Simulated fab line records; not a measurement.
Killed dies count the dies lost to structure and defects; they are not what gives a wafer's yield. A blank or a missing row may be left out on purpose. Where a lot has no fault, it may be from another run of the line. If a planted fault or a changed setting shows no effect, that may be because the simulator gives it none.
fab line records ; flow ritCmos
[record] lots = 6; wafers = 18; lastDay = 8
route steps=202 shown ACTIVE@8 FOX1@20 FOX2@23 M1@202
lots that met no fault: taken from a fault-free run of the same line
startH: start of the lot's first displayed wafer, in hours after the record's first day ; waitH: time in hours since the lot's previous step ; " unchanged from the row above ; L1.1+2: one row covering several wafers at once ; - no value present, or no start provided ; * or withheld: withheld ; < > ~ a bound
route shown NAME@n: NAME is a module with steps in the file, n the number in the route of the first one ; usual: mean and standard deviation over wafers with no fault ; same: alike in all rows ; chamber/n: place in a boat ; sites: the reading at each site ; _std_site: the values' standard deviation ; _edge_site: the outer-site mean with the inner-site mean subtracted ; radiusMm: for every site, how far away it sits from the centre of the wafer ; mask NAME#n: copy n ; behind: the tool/chamber that last shaped the wafer ; hold: what put the lot on hold/how long, in hours/how the hold closed ; device: whichever transistor did not switch (one of n, p or np) ; end of line: at the end of the route, the tests of the same wafers ; a step without rows: its recipe alone ; killed: dies that structure and defects cost at the first sort, which is not the same as the wafer's yield ; map: a wafer's dies, x killed, . not, _ none there
set.NAME: setting as actually run; set.NAME@STEP: the setting as run at that earlier step ; model.NAME: the simulator's own value behind a step, which no gauge read
lots at selected steps of the route; one table per step, one row per wafer
services: a tool's chamber out of use, with start hour (startH, from the record's first day; less than 0 if before it), hours out, and reason
[[steps]]
[step RIT_ACTIVE_SOFTBAKE_07]
[recipe] resist = NOVOLAK; tempC = 90; timeS = 60
[step RIT_ACTIVE_EXPOSE_08]
[recipe] maskId = M1; na = 0.6; sourceShape = conventional; sigmaOuter = 0.6; targetCdNm = 1400; doseMj = 225
[step RIT_ACTIVE_PEB_09]
[recipe] resist = NOVOLAK; tempC = withheld; timeS = withheld
[step RIT_ACTIVE_DEVELOP_10]
[recipe] resist = NOVOLAK; developTimeS = 50; devTempC = 23
[step RIT_ACTIVE_CD_MEAS_11]
[recipe] targetCdNm = 1400
[usual] cdNm = 1400.3/2.2
lot.wafer;tool;chamber;startH;waitH;cdNm
L302.1;cdSem-02;-;19.44;-;1398.7
L302.4;cdSem-02;-;19.44;-;1399.3
L302.6;cdSem-02;-;19.44;-;1397.6
L306.2;cdSem-01;-;41.18;-;1397.9
L306.4;cdSem-01;-;41.18;-;1398.2
L306.5;cdSem-01;-;41.18;-;1398.9
L309.1;cdSem-02;-;56.58;-;1397.2
L309.3;cdSem-02;-;56.58;-;1396.8
L309.5;cdSem-02;-;56.58;-;1400.1
L311.1;cdSem-01;-;65.10;-;1400.7
L311.2;cdSem-01;-;65.10;-;1401.8
L311.5;cdSem-01;-;65.10;-;1400.4
L320.1;cdSem-01;-;112.26;-;1399.7
L320.2;cdSem-01;-;112.26;-;1397.9
L320.3;cdSem-01;-;112.26;-;1398.6
L321.2;cdSem-01;-;115.50;-;1402.8
L321.3;cdSem-01;-;115.50;-;1404.8
L321.5;cdSem-01;-;115.50;-;1403.3
[step RIT_ACTIVE_HARDBAKE_12]
[recipe] resist = NOVOLAK; tempC = 140; timeS = 60
[step RIT_ACTIVE_ETCH_13]
[recipe] stopOn = SiO2; chemistry = SF6; target = Si3N4; timeS = 210; overEtchFrac = 0.4; SF6_flow_sccm = 200; pressureMtorr = 260; rfW = 125; targetDepthA = 2100
[usual] drypumpMotorCurrentA = 5.6/0.57; oesProductAu = 0.816/0.014; throttleValvePct = 7.48/0.12
lot.wafer;tool;chamber;startH;waitH;drypumpMotorCurrentA;oesProductAu;rfHoursCounterH;throttleValvePct
L302.1;rieDiel-04;3;19.71;0.1;5.4;0.837;39;7.38
L302.4;rieDiel-04;0;19.71;0.1;5.6;0.839;111;7.52
L302.6;rieDiel-04;2;19.71;0.1;6.1;0.840;-;7.51
L306.2;rieDiel-04;1;41.43;0.1;5.8;0.811;89;7.24
L306.4;rieDiel-04;3;41.43;0.1;5.4;0.822;39;7.40
L306.5;rieDiel-04;0;41.43;0.1;5.6;0.837;-;7.52
L309.1;rieDiel-01;3;56.85;0.1;5.9;0.811;36;7.32
L309.3;rieDiel-01;1;56.85;0.1;4.8;0.797;6;7.59
L309.5;rieDiel-01;1;56.85;0.1;4.8;0.798;-;7.60
L311.1;rieDiel-04;0;65.48;0.1;5.5;0.829;112;7.52
L311.2;rieDiel-04;3;65.48;0.1;5.4;0.829;40;7.39
L311.5;rieDiel-04;3;65.48;0.1;5.4;0.824;-;7.38
L320.1;rieDiel-01;1;112.53;0.1;4.8;0.785;8;7.60
L320.2;rieDiel-01;0;112.53;0.1;5.4;0.836;3;7.39
L320.3;rieDiel-01;2;112.53;0.1;6.8;0.818;118;7.65
L321.2;rieDiel-02;3;115.75;0.1;4.9;0.802;143;7.71
L321.3;rieDiel-02;1;115.75;0.1;5.4;0.819;44;7.51
L321.5;rieDiel-02;0;115.75;0.1;5.4;0.809;-;7.47
[step RIT_ACTIVE_STRIP_14]
[recipe] chemistry = O2; timeS = 180; resist = NOVOLAK; platenTempC = withheld; powerW = 500; pressureMtorr = 4000; o2FlowSccm = 4000
[usual] drypumpMotorCurrentA = 5.6/0.46
lot.wafer;tool;chamber;startH;waitH;drypumpMotorCurrentA;rfHoursCounterH
L302.1;plasmaAsher-01;1;19.84;0.1;6.0;34
L302.4;plasmaAsher-01;1;19.84;0.1;6.0;-
L302.6;plasmaAsher-01;0;19.84;0.1;4.8;-
L306.2;plasmaAsher-04;1;41.56;0.1;5.9;41
L306.4;plasmaAsher-04;0;41.56;0.1;5.8;-
L306.5;plasmaAsher-04;1;41.56;0.1;5.9;-
L309.1;plasmaAsher-02;1;56.98;0.1;5.7;40
L309.3;plasmaAsher-02;1;56.98;0.1;5.6;-
L309.5;plasmaAsher-02;1;56.98;0.1;5.6;-
L311.1;plasmaAsher-01;1;65.62;0.1;6.0;38
L311.2;plasmaAsher-01;0;65.62;0.1;4.7;38
L311.5;plasmaAsher-01;1;65.62;0.1;6.0;-
L320.1;plasmaAsher-01;1;112.66;0.1;6.1;44
L320.2;plasmaAsher-01;0;112.66;0.1;4.7;44
L320.3;plasmaAsher-01;0;112.66;0.1;4.7;-
L321.2;plasmaAsher-01;0;115.89;0.1;4.7;44
L321.3;plasmaAsher-01;1;115.89;0.1;6.0;-
L321.5;plasmaAsher-01;0;115.89;0.1;4.8;-
[step RIT_ACTIVE_CD_MEAS_90]
[recipe] targetCdNm = 1400
[usual] cdNm = 1400.2/2.1
lot.wafer;tool;chamber;startH;waitH;cdNm
L302.1;cdSem-01;-;20.02;0.1;1398.7
L302.4;cdSem-01;-;20.02;0.1;1399.3
L302.6;cdSem-01;-;20.02;0.1;1398.0
L306.2;cdSem-02;-;41.76;0.1;1397.4
L306.4;cdSem-02;-;41.76;0.1;1398.1
L306.5;cdSem-02;-;41.76;0.1;1399.4
L309.1;cdSem-01;-;57.16;0.1;1397.2
L309.3;cdSem-01;-;57.16;0.1;1397.2
L309.5;cdSem-01;-;57.16;0.1;1400.1
L311.1;cdSem-01;-;65.79;0.1;1400.8
L311.2;cdSem-01;-;65.79;0.1;1401.8
L311.5;cdSem-01;-;65.79;0.1;1400.3
L320.1;cdSem-01;-;112.84;0.1;1399.5
L320.2;cdSem-01;-;112.84;0.1;1398.3
L320.3;cdSem-01;-;112.84;0.1;1399.2
L321.2;cdSem-01;-;116.08;0.1;1402.6
L321.3;cdSem-01;-;116.08;0.1;1404.2
L321.5;cdSem-01;-;116.08;0.1;1403.5
[step RIT_ACTIVE_CLEAN_15]
[recipe] chemistry = SC1; mix = 3:3:50; timeS = 600; tempC = 75
[step RIT_ACTIVE_CLEAN_16]
[recipe] chemistry = dHF; dilution = 50:1; timeS = 30
[step RIT_ACTIVE_CLEAN_17]
[recipe] chemistry = SC2; mix = 3:3:50; timeS = 600; tempC = 75; dry = n2Spin
[step RIT_FOX1_OXIDATION_00]
[recipe] tempC = 1100; ambient = H2O; targetThkA = 3507; pH2oTorr = 720; oxTimeS = 1130
[usual] oxTempCMax = 1103.6/1; tube_center_temp_C_max = 1102.8/0.46; zonePowerSourcePct = 40/5.3
[same] oxTimeS = 1130
lot.wafer;tool;chamber;startH;waitH;oxTempCMax;tube_center_temp_C_max;zonePowerSourcePct
L302.1;furnace-01;0;21.94;1.4;1102.0;1102.7;46
L302.4;furnace-01;0;21.94;1.4;1101.8;1103.0;46
L302.6;furnace-01;0;21.94;1.4;1102.1;1103.4;45
L306.2;furnace-03;0;42.22;0.0;1104.1;1103.4;44
L306.4;furnace-03;0;42.22;0.0;1103.7;1103.0;44
L306.5;furnace-03;0;42.22;0.0;1102.9;1102.3;44
L306.2;furnace-04;0;43.71;0.2;1104.4;1102.6;34
L306.4;furnace-04;0;43.71;0.2;1105.3;1102.5;33
L306.5;furnace-04;0;43.71;0.2;1104.6;1102.1;34
L309.1;furnace-04;0;57.68;0.0;1104.7;1102.6;34
L309.3;furnace-04;0;57.68;0.0;1104.6;1102.9;34
L309.5;furnace-04;0;57.68;0.0;1103.9;1103.0;33
L309.1;furnace-04;0;59.16;0.2;1106.7;1102.7;34
L309.3;furnace-04;0;59.16;0.2;1105.8;1102.4;33
L309.5;furnace-04;0;59.16;0.2;1103.5;1102.9;34
L311.1;furnace-01;0;68.34;2.1;1102.6;1103.2;45
L311.2;furnace-01;0;68.34;2.1;1102.3;1102.5;45
L311.5;furnace-01;0;68.34;2.1;1103.7;1102.8;46
L320.1;furnace-04;0;114.96;1.6;1105.5;1103.5;33
L320.2;furnace-04;0;114.96;1.6;1104.5;1102.6;34
L320.3;furnace-04;0;114.96;1.6;1104.5;1102.3;34
L321.2;furnace-04;0;119.54;3.0;1104.0;1102.6;34
L321.3;furnace-04;0;119.54;3.0;1104.3;1102.9;34
L321.5;furnace-04;0;119.54;3.0;1103.2;1102.8;34
[step RIT_FOX1_THK_MEAS_01]
[recipe] reads = SiO2_of_FOX1_OXIDATION_00
[usual] FOX1_OXIDE_THK = 349/5.6
lot.wafer;tool;chamber;startH;waitH;FOX1_OXIDE_THK[nm]
L302.1;filmMetro-04;-;23.26;0.0;351
L302.4;filmMetro-04;-;23.26;0.0;350
L302.6;filmMetro-04;-;23.26;0.0;350
L306.2;filmMetro-02;-;45.03;0.0;506
L306.4;filmMetro-02;-;45.03;0.0;505
L306.5;filmMetro-02;-;45.03;0.0;507
L309.1;filmMetro-04;-;60.47;0.0;524
L309.3;filmMetro-04;-;60.47;0.0;528
L309.5;filmMetro-04;-;60.47;0.0;516
L311.1;filmMetro-01;-;69.65;0.0;345
L311.2;filmMetro-01;-;69.65;0.0;352
L311.5;filmMetro-01;-;69.65;0.0;352
L320.1;filmMetro-01;-;116.28;0.0;356
L320.2;filmMetro-01;-;116.28;0.0;365
L320.3;filmMetro-01;-;116.28;0.0;364
L321.2;filmMetro-04;-;120.86;0.0;359
L321.3;filmMetro-04;-;120.86;0.0;353
L321.5;filmMetro-04;-;120.86;0.0;359
[step RIT_FOX1_WET_ETCH_02]
[recipe] chemistry = BOE; targetDepthNm = 350; timeS = 390; tempC = 21.5; dry = n2Spin; dilution = 10:1; target = SiO2
[usual] bathHeatDutyPct = 1.8/0.33
lot.wafer;tool;chamber;startH;waitH;bathHeatDutyPct;model.Si3N4_of_ACTIVE_CVD_03.thkNm
L302.1;wetBench-04;3;23.32;0.1;1.7;139.6
L302.4;wetBench-04;3;23.32;0.1;1.7;139.8
L302.6;wetBench-04;3;23.32;0.1;1.7;139.9
L306.2;wetBench-01;3;45.08;0.0;2.1;136.4
L306.4;wetBench-01;3;45.08;0.0;2.0;134.8
L306.5;wetBench-01;3;45.08;0.0;2.2;136.7
L309.1;wetBench-03;1;60.53;0.1;1.4;135.2
L309.3;wetBench-03;1;60.53;0.1;1.6;135
L309.5;wetBench-03;1;60.53;0.1;1.7;134.7
L311.1;wetBench-01;3;69.71;0.1;2.1;137.4
L311.2;wetBench-01;3;69.71;0.1;2.2;136.7
L311.5;wetBench-01;3;69.71;0.1;1.7;136.9
L320.1;wetBench-04;1;116.34;0.1;1.3;136.2
L320.2;wetBench-04;1;116.34;0.1;2.1;137.1
L320.3;wetBench-04;1;116.34;0.1;1.6;137.2
L321.2;wetBench-04;1;120.91;0.0;1.8;135.9
L321.3;wetBench-04;1;120.91;0.0;1.3;137
L321.5;wetBench-04;1;120.91;0.0;1.5;137.7
[step RIT_FOX2_OXIDATION_00]
[recipe] tempC = 1100; ambient = H2O; targetThkA = 3507; pH2oTorr = 720; oxTimeS = 1130
[step RIT_FOX2_THK_MEAS_01]
[recipe] reads = SiO2_of_FOX2_OXIDATION_00
[usual] FOX2_OXIDE_THK = 351/6.7
lot.wafer;tool;chamber;startH;waitH;FOX2_OXIDE_THK[nm]
L302.1;filmMetro-04;-;24.76;0.0;342
L302.4;filmMetro-04;-;24.76;0.0;347
L302.6;filmMetro-04;-;24.76;0.0;347
L306.2;filmMetro-03;-;48.38;0.0;330
L306.4;filmMetro-03;-;48.38;0.0;337
L306.5;filmMetro-03;-;48.38;0.0;334
L309.1;filmMetro-01;-;62.73;0.1;352
L309.3;filmMetro-01;-;62.73;0.1;355
L309.5;filmMetro-01;-;62.73;0.1;353
L311.1;filmMetro-03;-;71.49;0.0;346
L311.2;filmMetro-03;-;71.49;0.0;349
L311.5;filmMetro-03;-;71.49;0.0;347
L320.1;filmMetro-04;-;120.44;0.0;353
L320.2;filmMetro-04;-;120.44;0.0;356
L320.3;filmMetro-04;-;120.44;0.0;351
L321.2;filmMetro-01;-;126.50;0.0;352
L321.3;filmMetro-01;-;126.50;0.0;346
L321.5;filmMetro-01;-;126.50;0.0;351
[step RIT_FOX2_CLEAN_02]
[recipe] chemistry = dHF; dilution = 50:1; timeS = 180
lot.wafer;tool;chamber;startH;waitH;model.Si3N4_of_ACTIVE_CVD_03.thkNm
L302.1;wetBench-01;3;24.82;0.1;132.5
L302.4;wetBench-01;3;24.82;0.1;132.7
L302.6;wetBench-01;3;24.82;0.1;132.9
L306.2;wetBench-03;2;48.43;0.0;129.3
L306.4;wetBench-03;2;48.43;0.0;127.7
L306.5;wetBench-03;2;48.43;0.0;129.7
L309.1;wetBench-03;1;62.81;0.1;128.1
L309.3;wetBench-03;1;62.81;0.1;128
L309.5;wetBench-03;1;62.81;0.1;127.6
L311.1;wetBench-03;2;71.55;0.1;130.4
L311.2;wetBench-03;2;71.55;0.1;129.6
L311.5;wetBench-03;2;71.55;0.1;129.9
L320.1;wetBench-01;3;120.50;0.1;129.2
L320.2;wetBench-01;3;120.50;0.1;130
L320.3;wetBench-01;3;120.50;0.1;130.2
L321.2;wetBench-01;0;126.55;0.0;128.8
L321.3;wetBench-01;0;126.55;0.0;130
L321.5;wetBench-01;0;126.55;0.0;130.7
[step RIT_FOX2_WET_ETCH_03]
[recipe] chemistry = H3PO4; target = Si3N4; targetDepthNm = 195; tempC = 165; timeS = 2700
[step RIT_M1_PROBE_99]
[usual] killedAtFrontEnd = 6.6/2.7; killedDies = 6.7/2.7; killedOpen = 3.4/2; killedShort = 3.2/1.8
[same] grossDies = 264; killed_at_M0_to_M3 = 0; killed_at_M4_up = 0; killedAtBackSide = 0; killedAtContacts = 0; killedAtOther = 0
lot.wafer;tool;chamber;startH;waitH;killedAtFrontEnd;killedDies;killedOpen;killedShort
L302.1;prober-01;-;69.74;0.1;4;4;2;2
L302.4;prober-01;-;69.89;0.2;8;8;4;4
L302.6;prober-01;-;69.99;0.2;7;7;5;2
L306.2;prober-01;-;93.02;0.1;12;12;7;5
L306.4;prober-01;-;93.12;0.2;6;6;6;0
L306.5;prober-01;-;93.17;0.2;10;10;4;6
L309.1;prober-02;-;105.92;0.1;7;7;6;1
L309.3;prober-02;-;106.02;0.2;5;5;2;3
L309.5;prober-02;-;106.12;0.2;5;5;3;2
L311.1;prober-02;-;113.21;0.1;9;9;5;3
L311.2;prober-02;-;113.26;0.1;6;6;4;2
L311.5;prober-02;-;113.41;0.2;11;11;3;7
L320.1;prober-01;-;175.09;0.1;7;7;5;2
L320.2;prober-01;-;175.14;0.1;9;9;4;5
L320.3;prober-01;-;175.19;0.2;15;15;9;6
L321.2;prober-01;-;181.72;0.1;6;6;2;4
L321.3;prober-01;-;181.77;0.2;2;2;2;0
L321.5;prober-01;-;181.87;0.2;4;4;2;2
// killed by level:class
L302.1 FOX1:geometricParticle:open=1 GATE:geometricParticle:short=1 SPACER:geometricParticle:short=1 SPACER:geometricParticle:open=1
L302.4 FOX1:geometricParticle:short=3 GATE:geometricParticle:open=3 FOX1:geometricParticle:open=1 GATE:geometricParticle:short=1
L302.6 FOX1:geometricParticle:open=2 FOX1:geometricParticle:short=1 GATE:geometricParticle:open=1 REOX:geometricParticle:open=1 REOX:geometricParticle:short=1 SPACER:geometricParticle:open=1
L306.2 GATE:geometricParticle:open=5 FOX1:geometricParticle:short=2 FOX1:geometricParticle:open=2 GATE:geometricParticle:short=2 REOX:geometricParticle:short=1
L306.4 GATE:geometricParticle:open=2 REOX:geometricParticle:open=2 FOX1:geometricParticle:open=1 SILICIDE:geometricParticle:open=1
L306.5 GATE:geometricParticle:short=4 GATE:geometricParticle:open=3 FOX1:geometricParticle:short=1 FOX1:geometricParticle:open=1 SPACER:geometricParticle:short=1
L309.1 GATE:geometricParticle:open=5 FOX1:geometricParticle:short=1 REOX:geometricParticle:open=1
L309.3 SPACER:geometricParticle:open=2 FOX1:geometricParticle:short=1 GATE:geometricParticle:short=1 SILICIDE:geometricParticle:short=1
L309.5 GATE:geometricParticle:short=2 FOX1:geometricParticle:open=1 GATE:geometricParticle:open=1 SILICIDE:geometricParticle:open=1
L311.1 FOX1:geometricParticle:open=2 GATE:geometricParticle:short=2 GATE:geometricParticle:open=1 REOX:geometricParticle:open=1 SPACER:geometricParticle:open=1 SILICIDE:geometricParticle:short=1 NSD:coatMicrobubblePrinted=1
L311.2 GATE:geometricParticle:open=3 FOX1:geometricParticle:short=1 SILICIDE:geometricParticle:short=1 SILICIDE:geometricParticle:open=1
L311.5 GATE:geometricParticle:short=4 FOX1:geometricParticle:short=2 GATE:geometricParticle:open=1 REOX:geometricParticle:open=1 SPACER:geometricParticle:open=1 SILICIDE:geometricParticle:short=1 NSD:coatMicrobubblePrinted=1
L320.1 GATE:geometricParticle:open=3 FOX2:geometricParticle:open=1 GATE:geometricParticle:short=1 SPACER:geometricParticle:short=1 SILICIDE:geometricParticle:open=1
L320.2 GATE:geometricParticle:open=3 REOX:geometricParticle:short=2 FOX1:geometricParticle:short=1 GATE:geometricParticle:short=1 SPACER:geometricParticle:short=1 SPACER:geometricParticle:open=1
L320.3 GATE:geometricParticle:open=5 GATE:geometricParticle:short=2 SPACER:geometricParticle:open=2 SILICIDE:geometricParticle:short=2 FOX2:geometricParticle:open=1 REOX:geometricParticle:open=1 REOX:geometricParticle:short=1 SPACER:geometricParticle:short=1
L321.2 SPACER:geometricParticle:short=2 FOX2:geometricParticle:short=1 GATE:geometricParticle:open=1 SPACER:geometricParticle:open=1 SILICIDE:geometricParticle:short=1
L321.3 GATE:geometricParticle:open=1 SILICIDE:geometricParticle:open=1
L321.5 FOX1:geometricParticle:open=1 GATE:geometricParticle:open=1 GATE:geometricParticle:short=1 SPACER:geometricParticle:short=1
[[services]]
tool;chamber;startH;hours;kind
furnace-04;-;2.59;5.0;pm
plasmaAsher-04;-;7.50;5.9;repair
plasmaAsher-02;-;30.61;0.4;repair
rieDiel-02;1;34.90;8.6;repair
rieDiel-04;3;43.40;5.6;repair
rieDiel-02;3;55.30;32.9;repair
rieDiel-04;2;63.99;-;clean
rieDiel-04;2;63.99;14.8;scheduledDown
rieDiel-04;2;63.99;14.8;ventCycle
rieDiel-04;-;78.62;0.8;repair
rieDiel-02;0;89.08;2.4;repair
plasmaAsher-01;-;103.33;0.4;repair
furnace-03;-;106.18;60.7;pm
plasmaAsher-04;-;108.75;9.0;pm
plasmaAsher-04;0;108.75;9.0;ventCycle
plasmaAsher-04;1;108.75;9.0;ventCycle
plasmaAsher-04;0;117.75;-;clean
plasmaAsher-04;1;117.75;-;clean
[[key]]
[firstSign] step = RIT_FOX1_OXIDATION_00; reading = visit; direction = added
[effect] step = RIT_FOX1_THK_MEAS_01; reading = FOX1_OXIDE_THK; direction = up; sigmas = 30; usual = 349; struck = 514
[modelEffect] step = RIT_FOX1_WET_ETCH_02; value = Si3N4_of_ACTIVE_CVD_03.thkNm; without = 138.8; struck = 135.5
[modelEffect] step = RIT_FOX2_CLEAN_02; value = Si3N4_of_ACTIVE_CVD_03.thkNm; without = 131.7; struck = 128.4
metAt RIT_FOX1_OXIDATION_00
struckWafers L306.2,L306.4,L306.5,L309.1,L309.3,L309.5
testerLeftOut L306,L309
[fault] kind = repeatedStepWhole; tool = furnace-01,furnace-03,furnace-04; chamber = -; onsetH = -; steps = RIT_FOX1_OXIDATION_00; times = 1; scope = struckLotsOnly
// testerLeftOut: of these lots the tester's yield and bins aren't shown, on N5 and GAA mostly nor the transistor test; their killed dies are dies lost to structure and defects alone, not to doping, threshold or leakage, so they don't give the yield
